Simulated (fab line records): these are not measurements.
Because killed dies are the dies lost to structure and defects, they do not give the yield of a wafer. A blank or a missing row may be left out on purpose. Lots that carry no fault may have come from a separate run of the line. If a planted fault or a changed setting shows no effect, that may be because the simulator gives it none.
fab line records / flow berkeley-cmos170
[record] lots = 14 wafers = 42 last-day = 13
route steps=331 shown START@4 PVT@122 M2@288 V2@305
lots with no fault: from the same line, run without faults
start-h: the number of hours between the record's first day and the start of the first shown wafer of the lot / wait-h: hours from the lot's prior step to this one / " same as the row above / L1.1+2: a single row standing in for several wafers / - no value, or no start was given / * or withheld: withheld / < > ~ a bound
route shown NAME@n: NAME is a module with steps in the file, n the number in the route of the first one / usual: average and standard deviation across the fault-free wafers / same: alike in all rows / chamber/n: place in a boat / sites: the reading at each site / _std_site: standard deviation of those values / _edge_site: the outer-site mean with the inner-site mean subtracted / radius-mm: for every site, how far away it sits from the centre of the wafer / mask NAME#n: copy n / behind: the most recent tool/chamber to have shaped the wafer / hold: why the lot went on hold/how many hours it stayed there/how the hold came to an end / device: names the non-switching transistor (n, p or np) / end of line: tests run on the same wafers once the route is complete / step lacking rows: just its recipe / killed: count of dies lost to structure and defects at first sort (not the wafer's yield) / map: per-die view of a wafer (x killed, . not killed, _ where there is no die)
set.NAME: the setting as run; set.NAME@STEP: as run at that earlier step / model.NAME: the simulator's own value behind a step, which no gauge read
the route's steps for a sample of lots (tables are steps, rows are wafers)
services: the hour from which a tool's chamber was out of use, counted from the record's first day as start-h (under 0 if before that day), plus the number of hours and why
[[steps]]
[step UCB170_START_THK_MEAS_03]
[recipe] reads = SiO2_of_START_OXIDATION_02
[usual] START_OXIDE_THK = 20.1/0.35
lot.wafer=L592.1 tool=film-metro-03 chamber=- start-h=17.19 wait-h=0.0 START_OXIDE_THK[nm]=20.5
lot.wafer=L592.3 tool=film-metro-03 chamber=- start-h=17.19 wait-h=0.0 START_OXIDE_THK[nm]=20.5
lot.wafer=L592.4 tool=film-metro-03 chamber=- start-h=17.19 wait-h=0.0 START_OXIDE_THK[nm]=20.7
lot.wafer=L591.2 tool=film-metro-01 chamber=- start-h=17.20 wait-h=0.0 START_OXIDE_THK[nm]=19.9
lot.wafer=L591.5 tool=film-metro-01 chamber=- start-h=17.20 wait-h=0.0 START_OXIDE_THK[nm]=20.0
lot.wafer=L591.6 tool=film-metro-01 chamber=- start-h=17.20 wait-h=0.0 START_OXIDE_THK[nm]=20.2
lot.wafer=L593.2 tool=film-metro-01 chamber=- start-h=26.61 wait-h=0.0 START_OXIDE_THK[nm]=20.3
lot.wafer=L593.4 tool=film-metro-01 chamber=- start-h=26.61 wait-h=0.0 START_OXIDE_THK[nm]=20.5
lot.wafer=L593.6 tool=film-metro-01 chamber=- start-h=26.61 wait-h=0.0 START_OXIDE_THK[nm]=20.7
lot.wafer=L594.3 tool=film-metro-04 chamber=- start-h=29.37 wait-h=0.0 START_OXIDE_THK[nm]=20.1
lot.wafer=L594.4 tool=film-metro-04 chamber=- start-h=29.37 wait-h=0.0 START_OXIDE_THK[nm]=20.0
lot.wafer=L594.5 tool=film-metro-04 chamber=- start-h=29.37 wait-h=0.0 START_OXIDE_THK[nm]=20.2
lot.wafer=L595.1 tool=film-metro-03 chamber=- start-h=34.80 wait-h=0.0 START_OXIDE_THK[nm]=19.7
lot.wafer=L595.4 tool=film-metro-03 chamber=- start-h=34.80 wait-h=0.0 START_OXIDE_THK[nm]=19.6
lot.wafer=L595.5 tool=film-metro-03 chamber=- start-h=34.80 wait-h=0.0 START_OXIDE_THK[nm]=19.7
lot.wafer=L596.4 tool=film-metro-01 chamber=- start-h=41.33 wait-h=0.0 START_OXIDE_THK[nm]=19.5
lot.wafer=L596.5 tool=film-metro-01 chamber=- start-h=41.33 wait-h=0.0 START_OXIDE_THK[nm]=19.6
lot.wafer=L596.6 tool=film-metro-01 chamber=- start-h=41.33 wait-h=0.0 START_OXIDE_THK[nm]=19.3
lot.wafer=L597.2 tool=film-metro-01 chamber=- start-h=46.39 wait-h=0.0 START_OXIDE_THK[nm]=19.7
lot.wafer=L597.5 tool=film-metro-01 chamber=- start-h=46.39 wait-h=0.0 START_OXIDE_THK[nm]=20.2
lot.wafer=L597.6 tool=film-metro-01 chamber=- start-h=46.39 wait-h=0.0 START_OXIDE_THK[nm]=20.0
lot.wafer=L598.4 tool=film-metro-03 chamber=- start-h=50.91 wait-h=0.0 START_OXIDE_THK[nm]=20.3
lot.wafer=L598.5 tool=film-metro-03 chamber=- start-h=50.91 wait-h=0.0 START_OXIDE_THK[nm]=20.2
lot.wafer=L598.6 tool=film-metro-03 chamber=- start-h=50.91 wait-h=0.0 START_OXIDE_THK[nm]=20.0
lot.wafer=L599.2 tool=film-metro-03 chamber=- start-h=56.37 wait-h=0.0 START_OXIDE_THK[nm]=20.4
lot.wafer=L599.5 tool=film-metro-03 chamber=- start-h=56.37 wait-h=0.0 START_OXIDE_THK[nm]=20.4
lot.wafer=L599.6 tool=film-metro-03 chamber=- start-h=56.37 wait-h=0.0 START_OXIDE_THK[nm]=21.0
lot.wafer=L603.1 tool=film-metro-03 chamber=- start-h=75.13 wait-h=0.0 START_OXIDE_THK[nm]=19.8
lot.wafer=L603.2 tool=film-metro-03 chamber=- start-h=75.13 wait-h=0.0 START_OXIDE_THK[nm]=20.0
lot.wafer=L603.3 tool=film-metro-03 chamber=- start-h=75.13 wait-h=0.0 START_OXIDE_THK[nm]=20.1
lot.wafer=L604.1 tool=film-metro-01 chamber=- start-h=82.80 wait-h=0.0 START_OXIDE_THK[nm]=20.0
lot.wafer=L604.3 tool=film-metro-01 chamber=- start-h=82.80 wait-h=0.0 START_OXIDE_THK[nm]=19.9
lot.wafer=L604.6 tool=film-metro-01 chamber=- start-h=82.80 wait-h=0.0 START_OXIDE_THK[nm]=20.1
lot.wafer=L610.2 tool=film-metro-01 chamber=- start-h=112.06 wait-h=0.0 START_OXIDE_THK[nm]=20.5
lot.wafer=L610.3 tool=film-metro-01 chamber=- start-h=112.06 wait-h=0.0 START_OXIDE_THK[nm]=20.5
lot.wafer=L610.5 tool=film-metro-01 chamber=- start-h=112.06 wait-h=0.0 START_OXIDE_THK[nm]=20.1
lot.wafer=L612.1 tool=film-metro-03 chamber=- start-h=119.89 wait-h=0.0 START_OXIDE_THK[nm]=20.0
lot.wafer=L612.2 tool=film-metro-03 chamber=- start-h=119.89 wait-h=0.0 START_OXIDE_THK[nm]=19.9
lot.wafer=L612.3 tool=film-metro-03 chamber=- start-h=119.89 wait-h=0.0 START_OXIDE_THK[nm]=20.0
lot.wafer=L613.1 tool=film-metro-04 chamber=- start-h=126.14 wait-h=0.0 START_OXIDE_THK[nm]=20.2
lot.wafer=L613.3 tool=film-metro-04 chamber=- start-h=126.14 wait-h=0.0 START_OXIDE_THK[nm]=20.1
lot.wafer=L613.4 tool=film-metro-04 chamber=- start-h=126.14 wait-h=0.0 START_OXIDE_THK[nm]=20.2
[step UCB170_PVT_IMPLANT_07]
[recipe] species = P dose-cm2 = 2e+12 energy-kev = 30 tilt-deg = 7
[usual] beam-energy-keV = 30.001/0.0085 dose-ions-cm2 = 2.0001e+12/2.4e+09
lot.wafer=L591.2 tool=implanter-02 chamber=0 start-h=137.36 wait-h=0.0 beam-energy-keV=30.018 dose-ions-cm2=2.0006e+12
lot.wafer=L591.5 tool=implanter-02 chamber=0 start-h=137.36 wait-h=0.0 beam-energy-keV=30.008 dose-ions-cm2=1.9986e+12
lot.wafer=L591.6 tool=implanter-02 chamber=0 start-h=137.36 wait-h=0.0 beam-energy-keV=30.010 dose-ions-cm2=1.9964e+12
lot.wafer=L592.1 tool=implanter-03 chamber=0 start-h=137.56 wait-h=0.0 beam-energy-keV=29.995 dose-ions-cm2=2.0041e+12
lot.wafer=L592.3 tool=implanter-03 chamber=0 start-h=137.56 wait-h=0.0 beam-energy-keV=29.999 dose-ions-cm2=2.0038e+12
lot.wafer=L592.4 tool=implanter-03 chamber=0 start-h=137.56 wait-h=0.0 beam-energy-keV=29.993 dose-ions-cm2=2.0038e+12
lot.wafer=L594.3 tool=implanter-02 chamber=0 start-h=137.88 wait-h=0.1 beam-energy-keV=29.999 dose-ions-cm2=2.0045e+12
lot.wafer=L594.4 tool=implanter-02 chamber=0 start-h=137.88 wait-h=0.1 beam-energy-keV=30.010 dose-ions-cm2=2.0031e+12
lot.wafer=L594.5 tool=implanter-02 chamber=0 start-h=137.88 wait-h=0.1 beam-energy-keV=30.010 dose-ions-cm2=2.0017e+12
lot.wafer=L593.2 tool=implanter-01 chamber=0 start-h=138.14 wait-h=0.0 beam-energy-keV=30.002 dose-ions-cm2=1.9996e+12
lot.wafer=L593.4 tool=implanter-01 chamber=0 start-h=138.14 wait-h=0.0 beam-energy-keV=30.001 dose-ions-cm2=1.9946e+12
lot.wafer=L593.6 tool=implanter-01 chamber=0 start-h=138.14 wait-h=0.0 beam-energy-keV=30.002 dose-ions-cm2=1.9993e+12
lot.wafer=L596.4 tool=implanter-01 chamber=0 start-h=155.52 wait-h=0.1 beam-energy-keV=30.002 dose-ions-cm2=1.9988e+12
lot.wafer=L596.5 tool=implanter-01 chamber=0 start-h=155.52 wait-h=0.1 beam-energy-keV=30.013 dose-ions-cm2=1.9975e+12
lot.wafer=L596.6 tool=implanter-01 chamber=0 start-h=155.52 wait-h=0.1 beam-energy-keV=30.008 dose-ions-cm2=1.9993e+12
lot.wafer=L595.1 tool=implanter-03 chamber=0 start-h=155.72 wait-h=0.0 beam-energy-keV=29.994 dose-ions-cm2=2.0002e+12
lot.wafer=L595.4 tool=implanter-03 chamber=0 start-h=155.72 wait-h=0.0 beam-energy-keV=30.001 dose-ions-cm2=2.0013e+12
lot.wafer=L595.5 tool=implanter-03 chamber=0 start-h=155.72 wait-h=0.0 beam-energy-keV=30.021 dose-ions-cm2=2.0031e+12
lot.wafer=L599.2 tool=implanter-03 chamber=0 start-h=175.34 wait-h=0.0 beam-energy-keV=30.010 dose-ions-cm2=1.9997e+12
lot.wafer=L599.5 tool=implanter-03 chamber=0 start-h=175.34 wait-h=0.0 beam-energy-keV=30.017 dose-ions-cm2=2.0013e+12
lot.wafer=L599.6 tool=implanter-03 chamber=0 start-h=175.34 wait-h=0.0 beam-energy-keV=30.011 dose-ions-cm2=1.9984e+12
lot.wafer=L597.2 tool=implanter-01 chamber=0 start-h=176.06 wait-h=0.0 beam-energy-keV=29.990 dose-ions-cm2=1.9997e+12
lot.wafer=L597.5 tool=implanter-01 chamber=0 start-h=176.06 wait-h=0.0 beam-energy-keV=29.996 dose-ions-cm2=1.9986e+12
lot.wafer=L597.6 tool=implanter-01 chamber=0 start-h=176.06 wait-h=0.0 beam-energy-keV=29.996 dose-ions-cm2=1.9985e+12
lot.wafer=L598.4 tool=implanter-03 chamber=0 start-h=176.27 wait-h=0.1 beam-energy-keV=30.006 dose-ions-cm2=1.9979e+12
lot.wafer=L598.5 tool=implanter-03 chamber=0 start-h=176.27 wait-h=0.1 beam-energy-keV=29.997 dose-ions-cm2=1.9996e+12
lot.wafer=L598.6 tool=implanter-03 chamber=0 start-h=176.27 wait-h=0.1 beam-energy-keV=30.012 dose-ions-cm2=1.9987e+12
lot.wafer=L603.1 tool=implanter-02 chamber=0 start-h=181.97 wait-h=0.0 beam-energy-keV=30.021 dose-ions-cm2=2.0008e+12
lot.wafer=L603.2 tool=implanter-02 chamber=0 start-h=181.97 wait-h=0.0 beam-energy-keV=29.997 dose-ions-cm2=2.0016e+12
lot.wafer=L603.3 tool=implanter-02 chamber=0 start-h=181.97 wait-h=0.0 beam-energy-keV=30.008 dose-ions-cm2=2.0003e+12
lot.wafer=L604.1 tool=implanter-03 chamber=0 start-h=208.92 wait-h=0.0 beam-energy-keV=30.006 dose-ions-cm2=2.001e+12
lot.wafer=L604.3 tool=implanter-03 chamber=0 start-h=208.92 wait-h=0.0 beam-energy-keV=30.003 dose-ions-cm2=2.0032e+12
lot.wafer=L604.6 tool=implanter-03 chamber=0 start-h=208.92 wait-h=0.0 beam-energy-keV=29.996 dose-ions-cm2=1.999e+12
lot.wafer=L613.1 tool=implanter-03 chamber=0 start-h=246.35 wait-h=0.0 beam-energy-keV=29.993 dose-ions-cm2=1.9949e+12
lot.wafer=L613.3 tool=implanter-03 chamber=0 start-h=246.35 wait-h=0.0 beam-energy-keV=29.974 dose-ions-cm2=1.9975e+12
lot.wafer=L613.4 tool=implanter-03 chamber=0 start-h=246.35 wait-h=0.0 beam-energy-keV=29.987 dose-ions-cm2=1.9973e+12
lot.wafer=L610.2 tool=implanter-01 chamber=0 start-h=246.62 wait-h=0.0 beam-energy-keV=28.950 dose-ions-cm2=2.0016e+12
lot.wafer=L610.3 tool=implanter-01 chamber=0 start-h=246.62 wait-h=0.0 beam-energy-keV=28.941 dose-ions-cm2=1.9973e+12
lot.wafer=L610.5 tool=implanter-01 chamber=0 start-h=246.62 wait-h=0.0 beam-energy-keV=28.940 dose-ions-cm2=1.9991e+12
lot.wafer=L612.1 tool=implanter-01 chamber=0 start-h=247.08 wait-h=0.0 beam-energy-keV=28.945 dose-ions-cm2=2.0001e+12
lot.wafer=L612.2 tool=implanter-01 chamber=0 start-h=247.08 wait-h=0.0 beam-energy-keV=28.943 dose-ions-cm2=2.0008e+12
lot.wafer=L612.3 tool=implanter-01 chamber=0 start-h=247.08 wait-h=0.0 beam-energy-keV=28.947 dose-ions-cm2=2.0006e+12
[step UCB170_M2_ETCH_17]
[recipe] chemistry = N2/H2 target-depth-a = withheld overetch-a = withheld target = BARC time-s = withheld source-w = 500 bias-w = 100 pressure-mtorr = 30 n2-flow-sccm = 100 h2-flow-sccm = 200
[usual] drypump-motor-current-A = 5.7/0.31 n2-flow-sccm = 100.0/0.3 oes-product-au = 1.001/0.017 throttle-valve-pct = 13.29/0.13
lot.wafer=L591.2 tool=rie-diel-03 chamber=3 start-h=185.90 wait-h=0.0 drypump-motor-current-A=5.9 n2-flow-sccm=100.0 oes-product-au=0.976 throttle-valve-pct=13.38
lot.wafer=L591.5 tool=rie-diel-03 chamber=0 start-h=185.90 wait-h=0.0 drypump-motor-current-A=5.6 n2-flow-sccm=99.8 oes-product-au=1.011 throttle-valve-pct=12.95
lot.wafer=L591.6 tool=rie-diel-03 chamber=3 start-h=185.90 wait-h=0.0 drypump-motor-current-A=5.9 n2-flow-sccm=100.1 oes-product-au=0.977 throttle-valve-pct=13.40
lot.wafer=L593.2 tool=rie-diel-01 chamber=3 start-h=187.02 wait-h=0.0 drypump-motor-current-A=6.1 n2-flow-sccm=100.0 oes-product-au=1.025 throttle-valve-pct=13.32
lot.wafer=L593.4 tool=rie-diel-01 chamber=0 start-h=187.02 wait-h=0.0 drypump-motor-current-A=5.5 n2-flow-sccm=100.1 oes-product-au=1.000 throttle-valve-pct=13.24
lot.wafer=L593.6 tool=rie-diel-01 chamber=2 start-h=187.02 wait-h=0.0 drypump-motor-current-A=5.2 n2-flow-sccm=99.5 oes-product-au=1.000 throttle-valve-pct=13.34
lot.wafer=L594.3 tool=rie-diel-01 chamber=2 start-h=189.17 wait-h=0.0 drypump-motor-current-A=5.2 n2-flow-sccm=99.9 oes-product-au=1.003 throttle-valve-pct=13.34
lot.wafer=L594.4 tool=rie-diel-01 chamber=3 start-h=189.17 wait-h=0.0 drypump-motor-current-A=6.1 n2-flow-sccm=100.6 oes-product-au=1.003 throttle-valve-pct=13.33
lot.wafer=L594.5 tool=rie-diel-01 chamber=1 start-h=189.17 wait-h=0.0 drypump-motor-current-A=5.4 n2-flow-sccm=100.2 oes-product-au=0.989 throttle-valve-pct=13.48
lot.wafer=L592.1 tool=rie-diel-04 chamber=2 start-h=189.44 wait-h=0.0 drypump-motor-current-A=5.9 n2-flow-sccm=100.0 oes-product-au=1.019 throttle-valve-pct=13.28
lot.wafer=L592.3 tool=rie-diel-04 chamber=3 start-h=189.44 wait-h=0.0 drypump-motor-current-A=5.7 n2-flow-sccm=100.3 oes-product-au=0.990 throttle-valve-pct=13.12
lot.wafer=L592.4 tool=rie-diel-04 chamber=0 start-h=189.44 wait-h=0.0 drypump-motor-current-A=6.3 n2-flow-sccm=100.3 oes-product-au=1.016 throttle-valve-pct=13.25
lot.wafer=L596.4 tool=rie-diel-04 chamber=2 start-h=203.36 wait-h=0.0 drypump-motor-current-A=5.9 n2-flow-sccm=100.0 oes-product-au=1.015 throttle-valve-pct=13.27
lot.wafer=L596.5 tool=rie-diel-04 chamber=3 start-h=203.36 wait-h=0.0 drypump-motor-current-A=5.7 n2-flow-sccm=99.9 oes-product-au=0.988 throttle-valve-pct=13.14
lot.wafer=L596.6 tool=rie-diel-04 chamber=1 start-h=203.36 wait-h=0.0 drypump-motor-current-A=5.9 n2-flow-sccm=99.5 oes-product-au=1.032 throttle-valve-pct=13.23
lot.wafer=L595.1 tool=rie-diel-03 chamber=2 start-h=204.90 wait-h=0.0 drypump-motor-current-A=5.8 n2-flow-sccm=99.7 oes-product-au=1.013 throttle-valve-pct=13.31
lot.wafer=L595.4 tool=rie-diel-03 chamber=1 start-h=204.90 wait-h=0.0 drypump-motor-current-A=5.8 n2-flow-sccm=100.2 oes-product-au=0.967 throttle-valve-pct=13.35
lot.wafer=L595.5 tool=rie-diel-03 chamber=2 start-h=204.90 wait-h=0.0 drypump-motor-current-A=5.8 n2-flow-sccm=99.7 oes-product-au=1.003 throttle-valve-pct=13.34
lot.wafer=L597.2 tool=rie-diel-03 chamber=0 start-h=224.71 wait-h=0.0 drypump-motor-current-A=5.6 n2-flow-sccm=100.1 oes-product-au=1.015 throttle-valve-pct=12.94
lot.wafer=L597.5 tool=rie-diel-03 chamber=3 start-h=224.71 wait-h=0.0 drypump-motor-current-A=5.9 n2-flow-sccm=99.9 oes-product-au=0.980 throttle-valve-pct=13.40
lot.wafer=L597.6 tool=rie-diel-03 chamber=2 start-h=224.71 wait-h=0.0 drypump-motor-current-A=5.8 n2-flow-sccm=100.3 oes-product-au=1.016 throttle-valve-pct=13.34
lot.wafer=L599.2 tool=rie-diel-04 chamber=1 start-h=227.02 wait-h=0.0 drypump-motor-current-A=5.9 n2-flow-sccm=100.4 oes-product-au=1.031 throttle-valve-pct=13.21
lot.wafer=L599.5 tool=rie-diel-04 chamber=1 start-h=227.02 wait-h=0.0 drypump-motor-current-A=5.9 n2-flow-sccm=100.5 oes-product-au=1.013 throttle-valve-pct=13.23
lot.wafer=L599.6 tool=rie-diel-04 chamber=2 start-h=227.02 wait-h=0.0 drypump-motor-current-A=5.9 n2-flow-sccm=100.3 oes-product-au=1.012 throttle-valve-pct=13.28
lot.wafer=L598.4 tool=rie-diel-03 chamber=1 start-h=227.29 wait-h=0.0 drypump-motor-current-A=5.8 n2-flow-sccm=100.3 oes-product-au=0.969 throttle-valve-pct=13.36
lot.wafer=L598.5 tool=rie-diel-03 chamber=3 start-h=227.29 wait-h=0.0 drypump-motor-current-A=6.0 n2-flow-sccm=100.0 oes-product-au=0.996 throttle-valve-pct=13.39
lot.wafer=L598.6 tool=rie-diel-03 chamber=0 start-h=227.29 wait-h=0.0 drypump-motor-current-A=5.6 n2-flow-sccm=99.8 oes-product-au=1.009 throttle-valve-pct=12.94
lot.wafer=L603.1 tool=rie-diel-01 chamber=2 start-h=227.80 wait-h=0.0 drypump-motor-current-A=5.2 n2-flow-sccm=99.4 oes-product-au=1.011 throttle-valve-pct=13.35
lot.wafer=L603.2 tool=rie-diel-01 chamber=0 start-h=227.80 wait-h=0.0 drypump-motor-current-A=5.5 n2-flow-sccm=99.9 oes-product-au=1.006 throttle-valve-pct=13.26
lot.wafer=L603.3 tool=rie-diel-01 chamber=1 start-h=227.80 wait-h=0.0 drypump-motor-current-A=5.4 n2-flow-sccm=100.1 oes-product-au=0.998 throttle-valve-pct=13.49
lot.wafer=L604.1 tool=rie-diel-01 chamber=0 start-h=261.43 wait-h=0.0 drypump-motor-current-A=5.5 n2-flow-sccm=100.0 oes-product-au=0.993 throttle-valve-pct=13.23
lot.wafer=L604.3 tool=rie-diel-01 chamber=3 start-h=261.43 wait-h=0.0 drypump-motor-current-A=6.2 n2-flow-sccm=100.6 oes-product-au=1.000 throttle-valve-pct=13.32
lot.wafer=L604.6 tool=rie-diel-01 chamber=3 start-h=261.43 wait-h=0.0 drypump-motor-current-A=6.2 n2-flow-sccm=100.0 oes-product-au=0.986 throttle-valve-pct=13.31
lot.wafer=L612.1 tool=rie-diel-01 chamber=3 start-h=297.12 wait-h=0.0 drypump-motor-current-A=6.2 n2-flow-sccm=99.9 oes-product-au=0.982 throttle-valve-pct=13.32
lot.wafer=L612.2 tool=rie-diel-01 chamber=0 start-h=297.12 wait-h=0.0 drypump-motor-current-A=5.5 n2-flow-sccm=100.0 oes-product-au=0.996 throttle-valve-pct=13.23
lot.wafer=L612.3 tool=rie-diel-01 chamber=1 start-h=297.12 wait-h=0.0 drypump-motor-current-A=5.4 n2-flow-sccm=99.8 oes-product-au=0.996 throttle-valve-pct=13.50
lot.wafer=L613.1 tool=rie-diel-01 chamber=1 start-h=299.30 wait-h=0.0 drypump-motor-current-A=5.5 n2-flow-sccm=99.8 oes-product-au=0.993 throttle-valve-pct=13.50
lot.wafer=L613.3 tool=rie-diel-01 chamber=2 start-h=299.30 wait-h=0.0 drypump-motor-current-A=5.2 n2-flow-sccm=100.4 oes-product-au=0.993 throttle-valve-pct=13.33
lot.wafer=L613.4 tool=rie-diel-01 chamber=1 start-h=299.30 wait-h=0.0 drypump-motor-current-A=5.4 n2-flow-sccm=100.2 oes-product-au=0.995 throttle-valve-pct=13.50
lot.wafer=L610.2 tool=rie-diel-03 chamber=3 start-h=300.28 wait-h=0.0 drypump-motor-current-A=5.9 n2-flow-sccm=100.1 oes-product-au=0.980 throttle-valve-pct=13.40
lot.wafer=L610.3 tool=rie-diel-03 chamber=1 start-h=300.28 wait-h=0.0 drypump-motor-current-A=5.8 n2-flow-sccm=99.8 oes-product-au=0.963 throttle-valve-pct=13.37
lot.wafer=L610.5 tool=rie-diel-03 chamber=1 start-h=300.28 wait-h=0.0 drypump-motor-current-A=5.8 n2-flow-sccm=100.1 oes-product-au=0.966 throttle-valve-pct=13.36
[step UCB170_V2_OVL_MEAS_13]
[usual] V2_OVL = 5/5.7
lot.wafer=L591.2 tool=overlay-01 chamber=- start-h=188.20 wait-h=0.1 V2_OVL[nm]=3
lot.wafer=L591.5 tool=overlay-01 chamber=- start-h=188.20 wait-h=0.1 V2_OVL[nm]=7
lot.wafer=L591.6 tool=overlay-01 chamber=- start-h=188.20 wait-h=0.1 V2_OVL[nm]=-3
lot.wafer=L593.2 tool=overlay-01 chamber=- start-h=189.59 wait-h=0.1 V2_OVL[nm]=5
lot.wafer=L593.4 tool=overlay-01 chamber=- start-h=189.59 wait-h=0.1 V2_OVL[nm]=6
lot.wafer=L593.6 tool=overlay-01 chamber=- start-h=189.59 wait-h=0.1 V2_OVL[nm]=0
lot.wafer=L594.3 tool=overlay-01 chamber=- start-h=191.90 wait-h=0.1 V2_OVL[nm]=6
lot.wafer=L594.4 tool=overlay-01 chamber=- start-h=191.90 wait-h=0.1 V2_OVL[nm]=6
lot.wafer=L594.5 tool=overlay-01 chamber=- start-h=191.90 wait-h=0.1 V2_OVL[nm]=3
lot.wafer=L592.1 tool=overlay-01 chamber=- start-h=191.94 wait-h=0.1 V2_OVL[nm]=5
lot.wafer=L592.3 tool=overlay-01 chamber=- start-h=191.94 wait-h=0.1 V2_OVL[nm]=7
lot.wafer=L592.4 tool=overlay-01 chamber=- start-h=191.94 wait-h=0.1 V2_OVL[nm]=6
lot.wafer=L596.4 tool=overlay-01 chamber=- start-h=205.64 wait-h=0.1 V2_OVL[nm]=0
lot.wafer=L596.5 tool=overlay-01 chamber=- start-h=205.64 wait-h=0.1 V2_OVL[nm]=1
lot.wafer=L596.6 tool=overlay-01 chamber=- start-h=205.64 wait-h=0.1 V2_OVL[nm]=6
lot.wafer=L595.1 tool=overlay-01 chamber=- start-h=207.40 wait-h=0.1 V2_OVL[nm]=8
lot.wafer=L595.4 tool=overlay-01 chamber=- start-h=207.40 wait-h=0.1 V2_OVL[nm]=9
lot.wafer=L595.5 tool=overlay-01 chamber=- start-h=207.40 wait-h=0.1 V2_OVL[nm]=6
lot.wafer=L597.2 tool=overlay-01 chamber=- start-h=227.14 wait-h=0.1 V2_OVL[nm]=10
lot.wafer=L597.5 tool=overlay-01 chamber=- start-h=227.14 wait-h=0.1 V2_OVL[nm]=6
lot.wafer=L597.6 tool=overlay-01 chamber=- start-h=227.14 wait-h=0.1 V2_OVL[nm]=13
lot.wafer=L599.2 tool=overlay-02 chamber=- start-h=229.47 wait-h=0.1 V2_OVL[nm]=4
lot.wafer=L599.5 tool=overlay-02 chamber=- start-h=229.47 wait-h=0.1 V2_OVL[nm]=-1
lot.wafer=L599.6 tool=overlay-02 chamber=- start-h=229.47 wait-h=0.1 V2_OVL[nm]=3
lot.wafer=L598.4 tool=overlay-01 chamber=- start-h=229.95 wait-h=0.1 V2_OVL[nm]=-5
lot.wafer=L598.5 tool=overlay-01 chamber=- start-h=229.95 wait-h=0.1 V2_OVL[nm]=7
lot.wafer=L598.6 tool=overlay-01 chamber=- start-h=229.95 wait-h=0.1 V2_OVL[nm]=-2
lot.wafer=L603.1 tool=overlay-01 chamber=- start-h=230.43 wait-h=0.1 V2_OVL[nm]=11
lot.wafer=L603.2 tool=overlay-01 chamber=- start-h=230.43 wait-h=0.1 V2_OVL[nm]=14
lot.wafer=L603.3 tool=overlay-01 chamber=- start-h=230.43 wait-h=0.1 V2_OVL[nm]=9
lot.wafer=L604.1 tool=overlay-02 chamber=- start-h=264.93 wait-h=0.1 V2_OVL[nm]=0
lot.wafer=L604.3 tool=overlay-02 chamber=- start-h=264.93 wait-h=0.1 V2_OVL[nm]=2
lot.wafer=L604.6 tool=overlay-02 chamber=- start-h=264.93 wait-h=0.1 V2_OVL[nm]=-6
lot.wafer=L612.1 tool=overlay-02 chamber=- start-h=300.89 wait-h=0.1 V2_OVL[nm]=9
lot.wafer=L612.2 tool=overlay-02 chamber=- start-h=300.89 wait-h=0.1 V2_OVL[nm]=6
lot.wafer=L612.3 tool=overlay-02 chamber=- start-h=300.89 wait-h=0.1 V2_OVL[nm]=11
lot.wafer=L613.1 tool=overlay-01 chamber=- start-h=302.76 wait-h=0.1 V2_OVL[nm]=3
lot.wafer=L613.3 tool=overlay-01 chamber=- start-h=302.76 wait-h=0.1 V2_OVL[nm]=2
lot.wafer=L613.4 tool=overlay-01 chamber=- start-h=302.76 wait-h=0.1 V2_OVL[nm]=10
lot.wafer=L610.2 tool=overlay-02 chamber=- start-h=302.77 wait-h=0.1 V2_OVL[nm]=7
lot.wafer=L610.3 tool=overlay-02 chamber=- start-h=302.77 wait-h=0.1 V2_OVL[nm]=10
lot.wafer=L610.5 tool=overlay-02 chamber=- start-h=302.77 wait-h=0.1 V2_OVL[nm]=10
[[services]]
tool=implanter-03 chamber=- start-h=126.08 hours=4.3 kind=repair
tool=implanter-02 chamber=- start-h=131.97 hours=2.8 kind=repair
tool=rie-diel-01 chamber=1 start-h=135.95 hours=18.5 kind=repair
tool=rie-diel-04 chamber=2 start-h=136.30 hours=3.8 kind=repair
tool=rie-diel-04 chamber=3 start-h=140.62 hours=15.6 kind=repair
tool=implanter-02 chamber=- start-h=145.39 hours=2.7 kind=repair
tool=implanter-01 chamber=- start-h=147.26 hours=1.1 kind=repair
tool=implanter-02 chamber=- start-h=195.07 hours=3.4 kind=pm
tool=rie-diel-04 chamber=0 start-h=199.04 hours=7.5 kind=repair
tool=rie-diel-01 chamber=3 start-h=199.42 hours=- kind=clean
tool=rie-diel-01 chamber=3 start-h=199.42 hours=31.6 kind=scheduled-down
tool=rie-diel-01 chamber=3 start-h=199.42 hours=31.6 kind=vent-cycle
tool=implanter-01 chamber=- start-h=220.19 hours=1.7 kind=repair
tool=implanter-02 chamber=- start-h=220.25 hours=27.7 kind=pm
tool=implanter-01 chamber=- start-h=228.12 hours=0.7 kind=repair
tool=rie-diel-03 chamber=- start-h=229.96 hours=2.8 kind=pm
tool=rie-diel-01 chamber=2 start-h=273.38 hours=5.5 kind=repair
tool=implanter-02 chamber=- start-h=273.93 hours=0.8 kind=repair
tool=rie-diel-01 chamber=2 start-h=278.87 hours=- kind=clean
tool=rie-diel-01 chamber=2 start-h=278.87 hours=16.7 kind=scheduled-down
tool=rie-diel-01 chamber=2 start-h=278.87 hours=16.7 kind=vent-cycle
tool=rie-diel-04 chamber=3 start-h=290.04 hours=2.5 kind=repair
tool=implanter-01 chamber=- start-h=294.59 hours=3.7 kind=repair
tool=rie-diel-01 chamber=0 start-h=297.43 hours=- kind=clean
[[key]]
[first-sign] step = UCB170_PVT_IMPLANT_07 reading = beam-energy-keV direction = down sigmas = 99+ usual = 30.001 struck = 28.944
effect none on later readings
met-at UCB170_PVT_IMPLANT_07
struck-lots L610,L612
tester-left-out L610,L612
not-acting-at UCB170_START_THK_MEAS_03,UCB170_M2_ETCH_17,UCB170_V2_OVL_MEAS_13
onset-between 176.06 246.62
[fault] kind = process-parameter-drift tool = implanter-01 chamber = - onset-h = 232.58 steps = UCB170_PVT_IMPLANT_07 channel = energy-kev offset = -1.0496 shape = step end-h = 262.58 acts-in = these-recipes-only stated = 30
// tester-left-out: of these lots the tester's yield and bins aren't shown, on N5 and GAA mostly nor the transistor test; their killed dies are dies lost to structure and defects alone, not to doping, threshold or leakage, so they don't give the yield
